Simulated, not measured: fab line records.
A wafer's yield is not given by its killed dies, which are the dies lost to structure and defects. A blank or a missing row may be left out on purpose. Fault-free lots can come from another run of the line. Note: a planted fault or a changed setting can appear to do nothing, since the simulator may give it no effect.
Split-lot experiment -- flow berkeley-cmos170 -- 23 wafers read across 5 lots, on a route 331 steps long

ON THE SPLIT
At UCB170_PWELL_IMPLANT_15, the setting energy-kev was moved away from the recipe's 60 on 4 of the 23 wafers read, by -1.8% to -1.8%. All remaining wafers had this setting at the recipe value.

The reading is taken at the split's own step.

THE READING
In nm, at UCB170_PWELL_IMPLANT_15: implant.drp-nm, which is the simulator's own figure and was read by no gauge. There is no usual value for it anywhere in the file.

wafer,"tool, chamber at the split",energy-kev as run,against the recipe,"implant.drp-nm, nm",against lot-mates on the recipe
L074.1,"implanter-04, 0",60,recipe,64.7,-
L074.5,"implanter-04, 0",60,recipe,64.7,-
L074.6,"implanter-04, 0",60,recipe,64.7,-
L078.1,"implanter-01, 0",60,recipe,64.7,-
L078.2,"implanter-01, 0",60,recipe,64.7,-
L078.3,"implanter-01, 0",60,recipe,64.7,-
L078.4,"implanter-01, 0",60,recipe,64.7,-
L078.5,"implanter-01, 0",60,recipe,64.7,-
L076.1,"implanter-03, 0",60,recipe,64.7,-
L076.3,"implanter-03, 0",60,recipe,64.7,-
L076.6,"implanter-03, 0",60,recipe,64.7,-
L076.2,"implanter-03, 0",58.91,-1.8%,64.07,-0.63
L076.4,"implanter-03, 0",58.91,-1.8%,64.07,-0.63
L077.1,"implanter-04, 0",60,recipe,64.7,-
L077.2,"implanter-04, 0",60,recipe,64.7,-
L077.3,"implanter-04, 0",60,recipe,64.7,-
L077.4,"implanter-04, 0",60,recipe,64.7,-
L077.6,"implanter-04, 0",60,recipe,64.7,-
L079.1,"implanter-01, 0",58.92,-1.8%,64.08,-0.62
L079.6,"implanter-01, 0",58.92,-1.8%,64.08,-0.62
L079.3,"implanter-01, 0",60,recipe,64.7,-
L079.4,"implanter-01, 0",60,recipe,64.7,-
L079.5,"implanter-01, 0",60,recipe,64.7,-

FIT RESULTS
A straight line over all 23 wafers: implant.drp-nm changes by +0.346 nm for each +1% of energy-kev; r = +1.00; the points scatter about the line by 0.00093 nm.
The same after taking each lot's own level away (the mean of its wafers on the recipe; 23 wafers): +0.346 nm for each +1%; r = +1.00; scatter 0.00093 nm.
The reading moves by 0.63 nm for the largest change in energy-kev, on that fit.
The lots' own levels span 64.700 to 64.700 nm.
The two slopes are in agreement: the lot-to-lot level therefore moves the slope only a little.
Check: -0.627 nm against its lot-mates is what the line predicts for one of the wafers moved furthest among these (-1.8%) when that wafer is left out of the fit. It came out at -0.63 nm against them.

OTHER SPLITS ON THESE WAFERS
These wafers also went through other splits before the reading. Each is held against what the fit with the lots' levels taken away leaves over:
other split on the same wafers,wafers away from the commonest value,r with implant.drp-nm (lot level and that fit taken away)
UCB170_START_OXIDATION_02 ox-time-s,15,-0.21
UCB170_NWELL_CVD_04 time-s,18,+0.11
UCB170_PWELL_CVD_05 sih2cl2-flow-sccm,15,+0.57

FILE'S OWN FIT
implant.drp-nm changes by +0.346 nm for each +1% of energy-kev, r = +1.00.
